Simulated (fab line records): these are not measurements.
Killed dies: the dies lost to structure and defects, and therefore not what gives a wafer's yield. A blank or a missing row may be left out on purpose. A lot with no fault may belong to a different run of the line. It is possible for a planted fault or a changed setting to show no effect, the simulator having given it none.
A sampling plan put to the test :: flow rit cmos :: one fab line, 17 faults that these records tell of, each judged on the records of the lots that it struck
Plan = the line's own looks (route steps where a gauge or an inspection reads the wafer without altering it). A look can be judged if struck wafers have a number there and the file gives its usual mean and standard deviation on fault-free wafers. Caught: the struck wafers' mean, at a look after the fault's first step, is 4 or more of those standard deviations (sigma) away from the usual mean. On the tool: the test repeated on the tool's own readings taken at the fault's steps. If the struck wafers alone have a blank record, or they carry another recipe, that too counts as caught.

## THE FAULTS, as the simulator had put them in
1. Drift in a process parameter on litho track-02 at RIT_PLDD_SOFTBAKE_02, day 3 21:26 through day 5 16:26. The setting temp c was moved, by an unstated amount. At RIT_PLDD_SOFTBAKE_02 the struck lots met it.
2. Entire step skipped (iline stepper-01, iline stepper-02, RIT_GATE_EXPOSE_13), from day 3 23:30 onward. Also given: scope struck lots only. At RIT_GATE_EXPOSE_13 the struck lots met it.
3. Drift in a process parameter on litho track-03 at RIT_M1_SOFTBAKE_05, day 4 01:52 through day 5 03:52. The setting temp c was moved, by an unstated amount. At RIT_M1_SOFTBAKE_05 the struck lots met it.
4. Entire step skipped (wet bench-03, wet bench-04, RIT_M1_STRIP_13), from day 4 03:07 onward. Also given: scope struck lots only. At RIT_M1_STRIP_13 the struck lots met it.
5. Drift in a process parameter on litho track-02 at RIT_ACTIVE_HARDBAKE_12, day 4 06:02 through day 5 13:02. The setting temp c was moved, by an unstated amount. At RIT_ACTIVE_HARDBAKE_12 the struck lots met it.
6. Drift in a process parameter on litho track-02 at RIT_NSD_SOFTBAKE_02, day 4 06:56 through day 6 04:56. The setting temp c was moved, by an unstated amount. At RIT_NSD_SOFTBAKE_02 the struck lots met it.
7. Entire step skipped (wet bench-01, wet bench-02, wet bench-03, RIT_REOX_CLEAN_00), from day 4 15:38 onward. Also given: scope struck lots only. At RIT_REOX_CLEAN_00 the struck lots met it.
8. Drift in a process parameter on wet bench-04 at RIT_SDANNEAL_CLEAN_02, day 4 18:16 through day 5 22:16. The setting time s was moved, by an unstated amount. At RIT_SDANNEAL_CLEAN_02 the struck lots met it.
9. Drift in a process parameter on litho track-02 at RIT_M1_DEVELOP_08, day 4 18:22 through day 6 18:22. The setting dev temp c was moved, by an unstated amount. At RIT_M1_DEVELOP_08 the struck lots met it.
10. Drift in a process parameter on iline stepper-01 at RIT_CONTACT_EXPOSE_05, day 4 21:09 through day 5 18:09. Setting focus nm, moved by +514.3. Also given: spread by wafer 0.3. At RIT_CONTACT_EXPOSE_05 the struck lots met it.
11. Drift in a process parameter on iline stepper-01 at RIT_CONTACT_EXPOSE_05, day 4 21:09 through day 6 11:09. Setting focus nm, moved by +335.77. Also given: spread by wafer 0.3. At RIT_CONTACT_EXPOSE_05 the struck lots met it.
12. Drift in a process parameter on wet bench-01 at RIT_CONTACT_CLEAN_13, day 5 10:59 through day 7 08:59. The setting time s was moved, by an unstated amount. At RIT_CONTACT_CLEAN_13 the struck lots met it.
13. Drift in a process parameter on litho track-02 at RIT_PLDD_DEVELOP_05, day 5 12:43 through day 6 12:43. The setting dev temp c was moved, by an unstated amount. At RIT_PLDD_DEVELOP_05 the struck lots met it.
14. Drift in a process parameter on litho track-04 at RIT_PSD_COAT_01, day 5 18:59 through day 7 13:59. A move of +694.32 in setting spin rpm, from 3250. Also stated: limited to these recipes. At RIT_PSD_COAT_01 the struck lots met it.
15. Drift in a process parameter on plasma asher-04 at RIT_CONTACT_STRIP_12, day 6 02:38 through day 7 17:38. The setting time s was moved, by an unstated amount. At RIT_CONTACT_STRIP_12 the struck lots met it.
16. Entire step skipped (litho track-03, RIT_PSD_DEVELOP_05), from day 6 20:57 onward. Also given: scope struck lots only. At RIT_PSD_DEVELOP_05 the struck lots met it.
17. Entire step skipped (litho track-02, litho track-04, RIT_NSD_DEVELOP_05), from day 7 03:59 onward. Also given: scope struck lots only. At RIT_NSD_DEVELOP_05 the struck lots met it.

## WHAT THE PLAN SAW
fault: 1
on the tool itself: heater power total W -21 sigma
first look that catches it: no look after it can be judged
reading, sigma: -
median hours from its first step to that look: -
hours from the fault's start to the first struck lot there: -
judged looks passed uncaught: 0

fault: 2
on the tool itself: no reading that can be judged
first look that catches it: no look after it can be judged
reading, sigma: -
median hours from its first step to that look: -
hours from the fault's start to the first struck lot there: -
judged looks passed uncaught: 0

fault: 3
on the tool itself: heater power total W +17 sigma
first look that catches it: no look after it can be judged
reading, sigma: -
median hours from its first step to that look: -
hours from the fault's start to the first struck lot there: -
judged looks passed uncaught: 0

fault: 4
on the tool itself: the tool's record is blank for the struck wafers
first look that catches it: no look after it can be judged
reading, sigma: -
median hours from its first step to that look: -
hours from the fault's start to the first struck lot there: -
judged looks passed uncaught: 0

fault: 5
on the tool itself: heater power total W +33 sigma
first look that catches it: no look after it can be judged
reading, sigma: -
median hours from its first step to that look: -
hours from the fault's start to the first struck lot there: -
judged looks passed uncaught: 0

fault: 6
on the tool itself: heater power total W +9.9 sigma
first look that catches it: no look after it can be judged
reading, sigma: -
median hours from its first step to that look: -
hours from the fault's start to the first struck lot there: -
judged looks passed uncaught: 0

fault: 7
on the tool itself: the tool's record is blank for the struck wafers
first look that catches it: no look after it can be judged
reading, sigma: -
median hours from its first step to that look: -
hours from the fault's start to the first struck lot there: -
judged looks passed uncaught: 0

fault: 8
on the tool itself: run length s -77 sigma
first look that catches it: no look after it can be judged
reading, sigma: -
median hours from its first step to that look: -
hours from the fault's start to the first struck lot there: -
judged looks passed uncaught: 0

fault: 9
on the tool itself: developer temp C -22 sigma
first look that catches it: no look after it can be judged
reading, sigma: -
median hours from its first step to that look: -
hours from the fault's start to the first struck lot there: -
judged looks passed uncaught: 0

fault: 10
on the tool itself: exposure dose mJ cm2 -10 sigma
first look that catches it: no look after it can be judged
reading, sigma: -
median hours from its first step to that look: -
hours from the fault's start to the first struck lot there: -
judged looks passed uncaught: 0

fault: 11
on the tool itself: exposure dose mJ cm2 -6.1 sigma
first look that catches it: no look after it can be judged
reading, sigma: -
median hours from its first step to that look: -
hours from the fault's start to the first struck lot there: -
judged looks passed uncaught: 0

fault: 12
on the tool itself: run length s +99 or beyond sigma
first look that catches it: no look after it can be judged
reading, sigma: -
median hours from its first step to that look: -
hours from the fault's start to the first struck lot there: -
judged looks passed uncaught: 0

fault: 13
on the tool itself: developer temp C -9.1 sigma
first look that catches it: no look after it can be judged
reading, sigma: -
median hours from its first step to that look: -
hours from the fault's start to the first struck lot there: -
judged looks passed uncaught: 0

fault: 14
on the tool itself: spin speed rpm +99 or beyond sigma
first look that catches it: no look after it can be judged
reading, sigma: -
median hours from its first step to that look: -
hours from the fault's start to the first struck lot there: -
judged looks passed uncaught: 0

fault: 15
on the tool itself: run length s +52 sigma
first look that catches it: no look after it can be judged
reading, sigma: -
median hours from its first step to that look: -
hours from the fault's start to the first struck lot there: -
judged looks passed uncaught: 0

fault: 16
on the tool itself: the tool's record is blank for the struck wafers
first look that catches it: no look after it can be judged
reading, sigma: -
median hours from its first step to that look: -
hours from the fault's start to the first struck lot there: -
judged looks passed uncaught: 0

fault: 17
on the tool itself: the tool's record is blank for the struck wafers
first look that catches it: no look after it can be judged
reading, sigma: -
median hours from its first step to that look: -
hours from the fault's start to the first struck lot there: -
judged looks passed uncaught: 0
A dash: the fault isn't caught, or these records don't give the number.

Caught at a look: 0 of 17. Caught on the tool: 16 of 17. By one or the other: 16 of 17.
On the tool alone, faults 1, 3, 4, 5, 6, 7, 8, 9, 10, 11, 12, 13, 14, 15, 16, 17 were caught.
Caught by neither: fault 2.
